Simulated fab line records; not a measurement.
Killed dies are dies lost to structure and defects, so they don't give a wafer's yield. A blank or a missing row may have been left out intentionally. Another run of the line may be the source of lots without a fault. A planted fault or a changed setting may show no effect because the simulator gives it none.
Comparing a struck lot with a sound one	flow rit cmos	14 steps out of a route of 202
Sound: these wafers, L623.2, L623.3, L623.6. Wafers struck: L631.1, L631.4, L631.5. The cause comes at the end.
Per side, at each step with rows, come the tool, then ch with its chambers, and then its first start. Under that, the readings that differ: sound wafers	struck wafers	difference of the means	sigmas: that difference in standard deviations of wafers without a fault.
alike: readings with means less than 2 such deviations apart, plus words and numbers identical on both sides. not compared: withheld readings, readings lacking a value on some wafer, bounds such as >300 that could conceal the same value, and numbers that have no deviation in the record and whose values overlap.
Wherever a step has rows on one side only, a row that says differs or no value, or a row with sigmas, the two part there. Numbers that have no deviation but don't overlap get no sigmas and don't part them. A reading that every wafer of one side lacks parts them only if that side has two wafers or more.

first, 1 step without rows for these wafers: RIT_GATE_CLEAN_04 (cleans in dHF, time 60 s).
RIT_FOX2_THK_MEAS_91:
  sound on film metro-01, day 3 15:43; struck on film metro-01, day 5 07:08
  alike: FIELD_OXIDE_LEFT_2_THK
then, 2 steps without rows for these wafers: RIT_GATE_OXIDATION_05 (target thk 3 nm, ox time 270 s); RIT_GATE_ANNEAL_06 (time 600 s).
RIT_GATE_THK_MEAS_07:
  sound on film metro-01, day 3 19:30; struck on film metro-01, day 5 09:37
  alike: GATE_OXIDE_THK
then, 1 step without rows for these wafers: RIT_GATE_CVD_08 (deposits poly-Si from SiH4, target thk 250 nm, time 2220 s).
RIT_GATE_THK_MEAS_09:
  sound on film metro-01, day 3 22:20; struck on film metro-02, day 5 12:06
  alike: GATE_POLY_THK
then, 5 steps without rows for these wafers: RIT_GATE_HMDS_10 (prime time 60 s); RIT_GATE_COAT_11 (resist thk 850 nm); RIT_GATE_SOFTBAKE_12 (time 60 s); RIT_GATE_EXPOSE_13 (exposes mask M6, target cd 150 nm); RIT_GATE_PEB_14.
RIT_GATE_DEVELOP_15: develop time 50 s.
  sound on litho track-03 ch 0, day 3 23:00; struck on litho track-04, day 5 13:00
  no value came back on the struck wafers for chill plate temp C (C), develop time s (s), resist line temp C (C); on the sound wafers chill plate temp C (C) reads 22.95 23.02 23.11
RIT_GATE_CD_MEAS_16: target cd 150 nm.
  sound on cd sem-02, day 3 23:23; struck on cd sem-02, day 5 13:11
reading	sound	struck	difference	sigmas
cd nm (nm)	151.6 149.1 151.4	- - -	no value on the struck wafers	

## WHERE THEY PART
At RIT_GATE_DEVELOP_15 first; at RIT_GATE_CD_MEAS_16 last (within this record only).

WHY: whatever the simulator had introduced
At RIT_GATE_DEVELOP_15, the step was skipped entirely on litho track-04 from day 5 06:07 on. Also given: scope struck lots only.
